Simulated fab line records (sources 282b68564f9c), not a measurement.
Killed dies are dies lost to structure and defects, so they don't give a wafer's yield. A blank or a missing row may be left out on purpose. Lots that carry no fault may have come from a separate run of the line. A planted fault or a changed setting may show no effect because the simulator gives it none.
Which tool was responsible?    flow rit-cmos    Sampling: 15 lots, 45 wafers, 4 of 202 route steps

WHAT EACH GAUGE READ, for each wafer
RIT_GATE_THK_MEAS_09.
lot   measured     on             GATE_POLY_THK (nm)
L839  day 2 11:32  film-metro-03  251.0 250.6 249.3
L840  day 2 17:44  film-metro-01  250.4 249.5 249.8
L841  day 2 22:43  film-metro-01  247.3 248.4 251.0
L842  day 3 03:57  film-metro-03  250.2 250.7 251.1
L845  day 3 17:04  film-metro-01  249.0 249.1 248.4
L847  day 4 04:23  film-metro-01  247.0 243.7 248.4
L852  day 5 09:38  film-metro-03  252.0 249.4 250.4
L853  day 5 11:37  film-metro-01  249.8 249.7 250.7
L854  day 5 15:34  film-metro-02  254.1 254.2 251.9
L857  day 6 05:36  film-metro-03  252.3 250.3 251.8
L858  day 6 11:24  film-metro-03  249.8 247.0 248.4
L859  day 6 15:04  film-metro-01  251.2 249.5 248.8
L860  day 6 22:31  film-metro-03  248.4 247.3 246.6
L861  day 7 01:12  film-metro-02  249.0 248.0 251.0
L862  day 7 07:18  film-metro-01  252.0 252.1 252.3

RIT_SDANNEAL_RS_MEAS_07: measurement is done with a four-point probe.
lot   measured     on             NLDD_RS (ohm/sq)
L839  day 3 01:49  film-metro-02  151.8 152.5 152.2
L840  day 3 07:53  film-metro-04  152.5 152.3 152.3
L841  day 3 13:14  film-metro-04  152.3 152.1 152.4
L842  day 3 18:01  film-metro-02  151.2 151.3 152.1
L845  day 4 07:41  film-metro-02  152.0 151.2 151.0
L847  day 4 18:19  film-metro-02  152.5 152.3 152.3
L852  day 6 02:40  film-metro-01  151.7 151.6 151.9
L853  day 6 02:02  film-metro-01  151.2 151.2 151.1
L854  day 6 05:38  film-metro-01  151.6 151.7 152.0
L857  day 6 19:54  film-metro-01  151.3 151.2 150.8
L858  day 7 02:14  film-metro-02  151.6 151.6 151.4
L859  day 7 05:15  film-metro-02  152.8 152.4 152.4
L860  day 7 12:25  film-metro-02  151.5 151.1 151.3
L861  day 7 15:35  film-metro-04  151.2 151.9 151.8
L862  day 7 21:24  film-metro-04  151.6 151.6 151.3

RIT_CONTACT_THK_MEAS_01.
lot   measured     on             CONTACT_TEOS_THK (nm)
L839  day 3 02:29  film-metro-04  395 401 403
L840  day 3 08:35  film-metro-02  391 406 399
L841  day 3 13:55  film-metro-04  396 410 403
L842  day 3 18:43  film-metro-03  399 396 408
L845  day 4 08:22  film-metro-02  388 391 400
L847  day 4 18:59  film-metro-02  391 398 400
L852  day 6 03:22  film-metro-02  400 399 405
L853  day 6 02:41  film-metro-02  405 405 401
L854  day 6 06:19  film-metro-03  395 395 397
L857  day 6 20:35  film-metro-04  393 394 401
L858  day 7 02:56  film-metro-03  400 405 410
L859  day 7 05:56  film-metro-03  393 396 398
L860  day 7 13:06  film-metro-03  390 397 399
L861  day 7 16:17  film-metro-04  399 397 405
L862  day 7 22:04  film-metro-03  399 399 402

WHAT TOOL EACH LOT RAN ON (gives the tool, then ch and the chambers of the sampled wafers, and finally the start)
lot   RIT_ACTIVE_PEB_09
L839  litho-track-04 ch 0, day 1 14:26
L840  litho-track-01 ch 0, day 1 19:10
L841  litho-track-01 ch 0, day 2 01:56
L842  litho-track-01 ch 0, day 2 05:59
L845  litho-track-01 ch 0, day 2 20:19
L847  litho-track-02 ch 0, day 3 06:22
L852  litho-track-04, day 4 07:19
L853  litho-track-02, day 4 12:31
L854  litho-track-02, day 4 17:17
L857  litho-track-04 ch 0, day 5 08:49
L858  litho-track-04 ch 0, day 5 13:17
L859  litho-track-01 ch 0, day 5 18:11
L860  litho-track-01 ch 0, day 5 23:46
L861  litho-track-02 ch 0, day 6 04:14
L862  litho-track-04 ch 0, day 6 09:14
- RIT_ACTIVE_PEB_09

AS READ BY THE TOOLS THEMSELVES (means over the sampled wafers that have a number; for cases with no such wafer, the mark the record gives instead)
RIT_ACTIVE_PEB_09.
lot   tool            exhaust-pa (Pa)
L839  litho-track-04  44.5
L840  litho-track-01  46.2
L841  litho-track-01  44.7
L842  litho-track-01  45.4
L845  litho-track-01  46.1
L847  litho-track-02  44.3
L852  litho-track-04  -
L853  litho-track-02  -
L854  litho-track-02  -
L857  litho-track-04  46.3
L858  litho-track-04  44.7
L859  litho-track-01  45.2
L860  litho-track-01  45.8
L861  litho-track-02  44.8
L862  litho-track-04  44.0

THE ANSWER, worked out from the rows above alone
Rule: the usual values come from the lots themselves. The widest of any qualifying gaps counts: lots, ordered by their means at a reading, are off when they make up no more than a third of the lots, leave a main group of 4 or more, and stand apart from it by 3 or more times the standard deviation of that group's means. If all means in a main group match to the digits the tables above print for the reading, that group is not used. Also off: a lot with no number at a reading for which 4 or more lots have one. Where the step has rows for the other lots, those lots are counted as sound. Order of review: gauges by route order, followed by the tools' own readings, for which a lot's mean as printed above is used. At the first step where some lot is off, the reading lying furthest off is the one used; lots without a number count as furthest.
Off: L852, L853, L854 (RIT_ACTIVE_PEB_09, exhaust-pa). Without a number there: L852, L853, L854. Main group: mean 45.2 Pa, sd 0.75.
If a tool, at that step or one of the process steps before it, ran each lot that is off and ran no sound lot following the first of them, it fits. No candidate that was tried fits.

WHAT THE SIMULATOR PUT IN
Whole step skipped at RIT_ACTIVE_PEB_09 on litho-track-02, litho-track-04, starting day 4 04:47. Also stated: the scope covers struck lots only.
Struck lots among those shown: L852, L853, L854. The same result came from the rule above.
